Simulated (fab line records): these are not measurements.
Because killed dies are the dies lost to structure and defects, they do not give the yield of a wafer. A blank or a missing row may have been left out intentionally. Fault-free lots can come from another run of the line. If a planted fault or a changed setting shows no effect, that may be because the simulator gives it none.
Comparing a struck lot with a sound one    flow berkeley cmos170    15 out of 331 route steps
Sound: wafers L207.1, L207.2, L207.4. Struck: wafer L216.1 (L216.3, L216.4, from the same lot, were not struck and are left out); the cause is given at the end.
Order at every step that has rows: each side's tool, ch and its chambers, its first start. Under that, the readings that differ: sound wafers    struck wafers    difference of the means    sigmas: that difference in standard deviations of wafers without a fault.
alike: readings with means less than 2 such deviations apart, plus words and numbers identical on both sides. not compared: withheld readings, readings lacking a value on some wafer, bounds such as >300 that could conceal the same value, and numbers that have no deviation in the record and whose values overlap.
The two part at a step that has a row with sigmas, a row that says differs or no value, or rows on one side only. Non-overlapping numbers with no deviation appear without sigmas and do not part them. A reading missing from all wafers of one side parts the sides only when that side holds two or more wafers.

UCB170_V1_CMP_02: polishes SiO2.
  sound on cmp-02 ch 0,1,3, day 8 06:37; struck on cmp-01 ch 3, day 9 22:38
reading              sound           struck  difference  sigmas
motor current A (A)  16.3 13.6 15.0  18.4    +3.4        +2
  alike: edge zone pressure frac
UCB170_V1_BOW_MEAS_03:
  sound on film metro-01, day 8 06:55; struck on film metro-04, day 9 22:56
  alike: V1_BOW
UCB170_V1_THK_MEAS_04:
  sound on film metro-01, day 8 07:02; struck on film metro-04, day 9 23:04
  alike: V1_POLISHED_THK
then, 7 steps without rows for these wafers: UCB170_V1_CLEAN_05 (cleans in DIW); UCB170_V1_HMDS_06 (prime time 60 s); UCB170_V1_COAT_07 (resist thk 900 nm); UCB170_V1_SOFTBAKE_08 (time 60 s); UCB170_V1_EXPOSE_09 (exposes mask VIA1, target cd 700 nm); UCB170_V1_PEB_10; UCB170_V1_DEVELOP_11 (develop time 45 s).
UCB170_V1_CD_MEAS_12: target cd 700 nm.
  sound on cd sem-01, day 8 10:00; struck on cd sem-01, day 10 03:14
  alike: cd nm
UCB170_V1_OVL_MEAS_13:
  sound on overlay-02, day 8 10:07; struck on overlay-02, day 10 03:22
  alike: V1_OVL
UCB170_V1_ETCH_14: etches SiO2 in CHF3/CF4/Ar, stops on Al, target depth 1250 nm, time 291 s.
  sound on rie diel-03 ch 1,2,3, day 8 10:10; struck on rie diel-01 ch 1, day 10 03:23
reading                              sound              struck  difference  sigmas
oes product au (a.u.)                0.867 0.883 0.874  0.836   -0.039      -4
run length s (s)                     319.9 319.3 319.2  330.0   +10.5       +28
model.KrF_of_V1_COAT_07.thk nm (nm)  603.9 616.8 618.1  603     -10         
  alike: drypump motor current A, mfc ar sccm, throttle valve pct
  not compared: rf hours counter h
UCB170_V1_STRIP_15: strips in O2.
  sound on plasma asher-04 ch 0,1, day 8 10:20; struck on plasma asher-02 ch 0, day 10 03:34
  alike: drypump motor current A, o2 flow sccm, oes product au, strip time to endpoint s
  not compared: rf hours counter h
UCB170_M3_PROBE_99:
  the record has rows for the struck wafers here (prober-02, day 10 14:27) and none for the sound ones

## WHERE THEY PART
Last at UCB170_M3_PROBE_99 as far as this record goes, first at UCB170_V1_CMP_02.

WHY: whatever the simulator had introduced
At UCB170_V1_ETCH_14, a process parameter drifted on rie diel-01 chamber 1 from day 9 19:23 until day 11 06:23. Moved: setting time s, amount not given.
